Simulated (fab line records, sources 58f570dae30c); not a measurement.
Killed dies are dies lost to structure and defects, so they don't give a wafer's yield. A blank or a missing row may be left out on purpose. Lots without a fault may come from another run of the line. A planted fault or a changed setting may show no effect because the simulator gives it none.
Problem report in the 8D (eight disciplines) form, filled by code | flow berkeley_cmos170 | the parts of the form that need people (team, actions taken, sign-off) are left out

1. THE PROBLEM
spin_speed_rpm at UCB170_CONTACT_COAT_04 reads a mean of 1360.3 rpm on 6 wafers of 2 lots; wafers without a fault read 1499.8 rpm with a standard deviation of 0.89. That is -99 or more standard deviations from the usual mean.
The step: resist thk 900 nm.
First seen on wafer L761.1, day 9 20:02, on litho_track-02. The record holds 36 wafers of 12 lots with a number at this step. Rule for "out", or "out of limits": more than 4 standard deviations from the usual mean. The other wafers with a number count as sound.

2. WHAT IT IS AND WHAT IT IS NOT
question                    | is                     | is not
which readings at this step | spin_speed_rpm         | -
which lots                  | L761, L763             | L747, L748, L749, L750, L751, L752, L753, L764, L767, L769
which wafers of those lots  | all that have a number | -
read on which tools         | litho_track-02         | litho_track-01, litho_track-04
when                        | from day 9 20:02       | up to then (21 sound wafers); but 9 sound wafers of L764, L767, L769 came after

3. SUSPECTS, AND WHAT RULES EACH OUT
Counting: a tool at a process step up to the reading stays a suspect if it ran every lot that is out and no sound lot after the first of them.
- litho_track-02 at UCB170_CONTACT_COAT_04 (resist thk 900 nm): kept. It ran every lot that is out, first L761 (day 9 20:02), and no sound lot after that; its last sound lot up to then is L753 (day 7 08:44). Its own readings are out on those wafers: spin_speed_rpm.
Left after counting: litho_track-02 at UCB170_CONTACT_COAT_04.

4. THE CAUSE (what the simulator had put in)
Process parameter drift: litho_track-02, from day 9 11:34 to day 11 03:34, at UCB170_CONTACT_COAT_04. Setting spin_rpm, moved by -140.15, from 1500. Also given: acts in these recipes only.
Counting left only this tool.

5. THE CHAIN OF EFFECTS, in route order
Each row: a reading whose mean over the struck wafers that have a number lies more than 3 standard deviations from the usual. Only readings for which the record gives a usual standard deviation are gone through. hours: the time from each lot's start at the first step in this table that gives one to its start at this step, as a median over the lots. sigmas: the change in usual standard deviations.
hours | step                    | reading                  | usual      | on struck wafers | change | sigmas
0     | UCB170_CONTACT_COAT_04  | spin_speed_rpm           | 1499.8 rpm | 1360.3           | -139.5 | -99 or more
0     | UCB170_CONTACT_STRIP_06 | strip_time_to_endpoint_s | 21.97 s    | 23.06            | +1.09  | +14
The process steps in it:
- UCB170_CONTACT_COAT_04: resist thk 900 nm.
- UCB170_CONTACT_STRIP_06: strips in O2.

6. WHAT WOULD HAVE CAUGHT IT SOONER
In this record the first reading out of limits was taken at day 9 20:02, 8 hours after the fault began at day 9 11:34.
